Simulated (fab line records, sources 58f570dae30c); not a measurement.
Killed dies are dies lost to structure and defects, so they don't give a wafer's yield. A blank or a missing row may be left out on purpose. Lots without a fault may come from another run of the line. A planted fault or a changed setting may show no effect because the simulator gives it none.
Which tool did it? | flow berkeley_cmos170 | 14 lots, 42 wafers sampled, at 6 steps of a route of 331

WHAT THE GAUGES READ, wafer by wafer
UCB170_NLDD_TW_MEAS_11. Usual: NLDD_TW 2208, standard deviation 17.
lot  | measured     | on            | NLDD_TW           | flag
L840 | day 6 10:13  | film_metro-02 | 2192 2197 2201    |
L841 | day 6 09:46  | film_metro-03 | 2218 2222 2220    |
L842 | day 6 10:46  | film_metro-03 | 2220 2216 2219    |
L843 | day 6 23:50  | film_metro-02 | 2192 2198 2182    |
L844 | day 7 00:13  | film_metro-03 | 2215 2212 2217    |
L847 | day 8 02:41  | film_metro-02 | 2188 2178 2181    |
L849 | day 8 03:00  | film_metro-04 | 2214 2215 2228    |
L854 | day 9 05:08  | film_metro-04 | 2233 2227 2222    |
L855 | day 9 08:37  | film_metro-03 | 2217 2224 2207    |
L856 | day 9 08:21  | film_metro-04 | 30 30 30 30 30 30 | OFF
L857 | day 9 08:04  | film_metro-03 | 30 30 30 30 30 30 | OFF
L861 | day 10 19:07 | film_metro-04 | 2216 2207 2216    |
L862 | day 10 19:16 | film_metro-04 | 2214 2217 2220    |
L863 | day 10 18:34 | film_metro-02 | 2174 2170 2187    |

UCB170_PSD_OVL_MEAS_07. Usual: PSD_OVL 1 nm, standard deviation 5.
lot  | measured     | on         | PSD_OVL (nm) | flag
L840 | day 6 15:39  | overlay-01 | 3 4 6        |
L841 | day 6 15:31  | overlay-02 | 11 1 5       |
L842 | day 6 15:48  | overlay-02 | -4 -3 -3     |
L843 | day 7 04:09  | overlay-02 | 5 3 8        |
L844 | day 7 04:26  | overlay-01 | 4 8 9        |
L847 | day 8 09:19  | overlay-01 | 7 11 5       |
L849 | day 8 09:28  | overlay-02 | -4 -4 0      |
L854 | day 9 10:19  | overlay-02 | -1 3 8       |
L855 | day 9 15:35  | overlay-02 | -2 -2 -2     |
L861 | day 11 01:58 | overlay-02 | 10 6 0       |
L862 | day 11 01:41 | overlay-02 | -5 -4 1      |
L863 | day 11 01:44 | overlay-01 | 8 -2 -4      |

UCB170_CONTACT_THK_MEAS_02. Usual: CONTACT_PSG_THK 703 nm, standard deviation 7.
lot  | measured     | on            | CONTACT_PSG_THK (nm) | flag
L840 | day 6 22:37  | film_metro-01 | 699 707 705          |
L841 | day 6 21:35  | film_metro-04 | 709 711 707          |
L842 | day 6 23:22  | film_metro-03 | 711 711 707          |
L843 | day 7 10:32  | film_metro-04 | 701 693 694          |
L844 | day 7 10:33  | film_metro-03 | 715 709 709          |
L847 | day 8 16:04  | film_metro-03 | 698 701 700          |
L849 | day 8 18:09  | film_metro-03 | 700 701 698          |
L854 | day 9 16:20  | film_metro-01 | 707 705 708          |
L855 | day 9 22:55  | film_metro-03 | 699 697 702          |
L861 | day 11 09:25 | film_metro-01 | 712 697 707          |
L862 | day 11 09:28 | film_metro-04 | 708 714 707          |
L863 | day 11 09:23 | film_metro-04 | 715 713 714          |

WHICH TOOL RAN EACH LOT (tool, then ch and the chambers of the sampled wafers, then the start)
lot  | UCB170_ZERO_STRIP_07                | UCB170_PLDD_STRIP_10                 | UCB170_NLDD_STRIP_10
L840 | plasma_asher-04 ch 0,1, day 1 17:01 | plasma_asher-04 ch 0,1, day 6 08:00  | plasma_asher-01 ch 0,1, day 6 10:06
L841 | plasma_asher-02 ch 0,1, day 1 22:34 | plasma_asher-01 ch 0,1, day 6 07:44  | plasma_asher-03 ch 1, day 6 09:39
L842 | plasma_asher-04 ch 0,1, day 2 07:14 | plasma_asher-02 ch 0,1, day 6 08:23  | plasma_asher-01 ch 0,1, day 6 10:41
L843 | plasma_asher-02 ch 0,1, day 2 09:07 | plasma_asher-04 ch 0,1, day 6 21:46  | plasma_asher-04 ch 0,1, day 6 23:44
L844 | plasma_asher-04 ch 0,1, day 2 15:09 | plasma_asher-02 ch 0,1, day 6 22:10  | plasma_asher-04 ch 0,1, day 7 00:06
L847 | plasma_asher-04 ch 0,1, day 3 07:34 | plasma_asher-01 ch 0,1, day 8 00:25  | plasma_asher-03 ch 0,1, day 8 02:35
L849 | plasma_asher-04 ch 0,1, day 3 16:13 | plasma_asher-04 ch 0, day 8 00:32    | plasma_asher-04 ch 0, day 8 02:53
L854 | plasma_asher-04 ch 0,1, day 4 19:14 | plasma_asher-02 ch 0,1, day 9 00:53  | plasma_asher-04 ch 0,1, day 9 05:02
L855 | plasma_asher-04 ch 0,1, day 4 21:31 | plasma_asher-02 ch 0,1, day 9 06:07  | plasma_asher-04 ch 0,1, day 9 08:31
L856 | plasma_asher-04 ch 0,1, day 5 02:20 | plasma_asher-01 ch 0,1, day 9 05:52  | plasma_asher-03 ch 0,1, day 9 08:14
L857 | plasma_asher-01 ch 0,1, day 5 08:56 | plasma_asher-01 ch 0,1, day 9 05:31  | plasma_asher-04 ch 0,1, day 9 07:58
L861 | plasma_asher-04 ch 0,1, day 6 05:07 | plasma_asher-01 ch 0, day 10 16:14   | plasma_asher-03 ch 0, day 10 19:01
L862 | plasma_asher-01 ch 1, day 6 09:47   | plasma_asher-02 ch 0,1, day 10 16:31 | plasma_asher-04 ch 0,1, day 10 19:09
L863 | plasma_asher-04 ch 0,1, day 6 16:18 | plasma_asher-04 ch 0, day 10 16:04   | plasma_asher-01 ch 0,1, day 10 18:28
- UCB170_ZERO_STRIP_07: strips in O2.
- UCB170_PLDD_STRIP_10: strips in O2.
- UCB170_NLDD_STRIP_10: strips in O2.

WHAT THE TOOLS THEMSELVES READ (means of the sampled wafers that have a number; where no wafer has one, the mark that the record gives instead)
UCB170_ZERO_STRIP_07. Usual: chamber_pressure_mTorr 3500 mTorr, standard deviation 3.1; drypump_motor_current_A 5.7 A, standard deviation 0.33; oes_product_au 0.728 a.u., standard deviation 0.0044; strip_time_to_endpoint_s 21.47 s, standard deviation 0.054.
lot  | tool            | chamber_pressure_mTorr (mTorr) | drypump_motor_current_A (A) | oes_product_au (a.u.) | strip_time_to_endpoint_s (s) | flag
L840 | plasma_asher-04 | 3503                           | 5.7                         | 0.728                 | 21.46                        |
L841 | plasma_asher-02 | 3499                           | 5.3                         | 0.731                 | 21.47                        |
L842 | plasma_asher-04 | 3499                           | 5.8                         | 0.728                 | 21.58                        |
L843 | plasma_asher-02 | 3499                           | 5.3                         | 0.722                 | 21.42                        |
L844 | plasma_asher-04 | 3499                           | 5.7                         | 0.727                 | 21.51                        |
L847 | plasma_asher-04 | 3501                           | 5.8                         | 0.730                 | 21.44                        |
L849 | plasma_asher-04 | 3500                           | 5.7                         | 0.729                 | 21.48                        |
L854 | plasma_asher-04 | 3503                           | 5.7                         | 0.731                 | 21.48                        |
L855 | plasma_asher-04 | 3504                           | 5.9                         | 0.728                 | 21.47                        |
L856 | plasma_asher-04 | 3502                           | 5.9                         | 0.726                 | 21.51                        |
L857 | plasma_asher-01 | 3501                           | 5.7                         | 0.721                 | 21.44                        |
L861 | plasma_asher-04 | 3499                           | 5.9                         | 0.725                 | 21.43                        |
L862 | plasma_asher-01 | 3500                           | 6.0                         | 0.731                 | 21.54                        |
L863 | plasma_asher-04 | 3500                           | 5.7                         | 0.727                 | 21.48                        |

UCB170_PLDD_STRIP_10. Usual: chamber_pressure_mTorr 3500 mTorr, standard deviation 3.7; drypump_motor_current_A 5.6 A, standard deviation 0.34; oes_product_au 0.734 a.u., standard deviation 0.0045; strip_time_to_endpoint_s 21.63 s, standard deviation 0.049.
lot  | tool            | chamber_pressure_mTorr (mTorr) | drypump_motor_current_A (A) | oes_product_au (a.u.) | strip_time_to_endpoint_s (s) | flag
L840 | plasma_asher-04 | 3502                           | 5.7                         | 0.739                 | 21.59                        |
L841 | plasma_asher-01 | 3498                           | 5.8                         | 0.734                 | 21.75                        |
L842 | plasma_asher-02 | 3500                           | 5.5                         | 0.735                 | 21.66                        |
L843 | plasma_asher-04 | 3498                           | 5.9                         | 0.733                 | 21.64                        |
L844 | plasma_asher-02 | 3498                           | 5.5                         | 0.730                 | 21.64                        |
L847 | plasma_asher-01 | 3501                           | 5.7                         | 0.736                 | 21.61                        |
L849 | plasma_asher-04 | 3499                           | 5.5                         | 0.733                 | 21.61                        |
L854 | plasma_asher-02 | 3498                           | 5.6                         | 0.735                 | 21.60                        |
L855 | plasma_asher-02 | 3501                           | 5.3                         | 0.737                 | 21.63                        |
L856 | plasma_asher-01 | -                              | -                           | -                     | -                            | OFF
L857 | plasma_asher-01 | -                              | -                           | -                     | -                            | OFF
L861 | plasma_asher-01 | 3501                           | 5.5                         | 0.735                 | 21.59                        |
L862 | plasma_asher-02 | 3499                           | 5.5                         | 0.731                 | 21.69                        |
L863 | plasma_asher-04 | 3500                           | 5.5                         | 0.737                 | 21.62                        |

UCB170_NLDD_STRIP_10. Usual: chamber_pressure_mTorr 3500 mTorr, standard deviation 3.4; drypump_motor_current_A 5.69 A, standard deviation 0.29; oes_product_au 0.734 a.u., standard deviation 0.0047; strip_time_to_endpoint_s 21.63 s, standard deviation 0.066.
lot  | tool            | chamber_pressure_mTorr (mTorr) | drypump_motor_current_A (A) | oes_product_au (a.u.) | strip_time_to_endpoint_s (s) | flag
L840 | plasma_asher-01 | 3497                           | 5.84                        | 0.734                 | 21.58                        |
L841 | plasma_asher-03 | 3498                           | 5.27                        | 0.736                 | 21.62                        |
L842 | plasma_asher-01 | 3502                           | 5.70                        | 0.740                 | 21.73                        |
L843 | plasma_asher-04 | 3502                           | 5.85                        | 0.736                 | 21.63                        |
L844 | plasma_asher-04 | 3500                           | 5.68                        | 0.731                 | 21.59                        |
L847 | plasma_asher-03 | 3501                           | 5.44                        | 0.730                 | 21.60                        |
L849 | plasma_asher-04 | 3496                           | 5.48                        | 0.739                 | 21.66                        |
L854 | plasma_asher-04 | 3498                           | 5.65                        | 0.732                 | 21.60                        |
L855 | plasma_asher-04 | 3498                           | 5.66                        | 0.730                 | 21.57                        |
L856 | plasma_asher-03 | 3500                           | 5.60                        | 0.738                 | 47.83                        | OFF
L857 | plasma_asher-04 | 3502                           | 5.85                        | 0.738                 | 47.81                        | OFF
L861 | plasma_asher-03 | 3500                           | 5.85                        | 0.738                 | 21.69                        |
L862 | plasma_asher-04 | 3501                           | 5.66                        | 0.732                 | 21.62                        |
L863 | plasma_asher-01 | 3500                           | 5.70                        | 0.736                 | 21.67                        |

THE ANSWER, worked out from the rows above alone
Rule: a lot is off if the mean of its wafers that have a number lies more than 3 standard deviations from the usual mean. A lot without any number at a reading at which 4 lots or more have one is off too. The other lots that the step has rows for count as sound. The gauges are gone through in route order, then the tools' own readings, and for those a lot's mean is taken as printed above. The first step at which some lot is off is used, and at that step the reading that is off furthest; a lot without a number counts as furthest.
Off: L856, L857, at UCB170_NLDD_TW_MEAS_11 (NLDD_TW).
A tool fits if, at a process step before that reading, it ran every lot that is off, and no sound lot after the first of them. The gauges at UCB170_NLDD_TW_MEAS_11 aren't tried: what is off there is off at UCB170_PLDD_STRIP_10 too, on other tools, and a gauge's error can't cause that. None of those tried fits.

WHAT THE SIMULATOR HAD PUT IN
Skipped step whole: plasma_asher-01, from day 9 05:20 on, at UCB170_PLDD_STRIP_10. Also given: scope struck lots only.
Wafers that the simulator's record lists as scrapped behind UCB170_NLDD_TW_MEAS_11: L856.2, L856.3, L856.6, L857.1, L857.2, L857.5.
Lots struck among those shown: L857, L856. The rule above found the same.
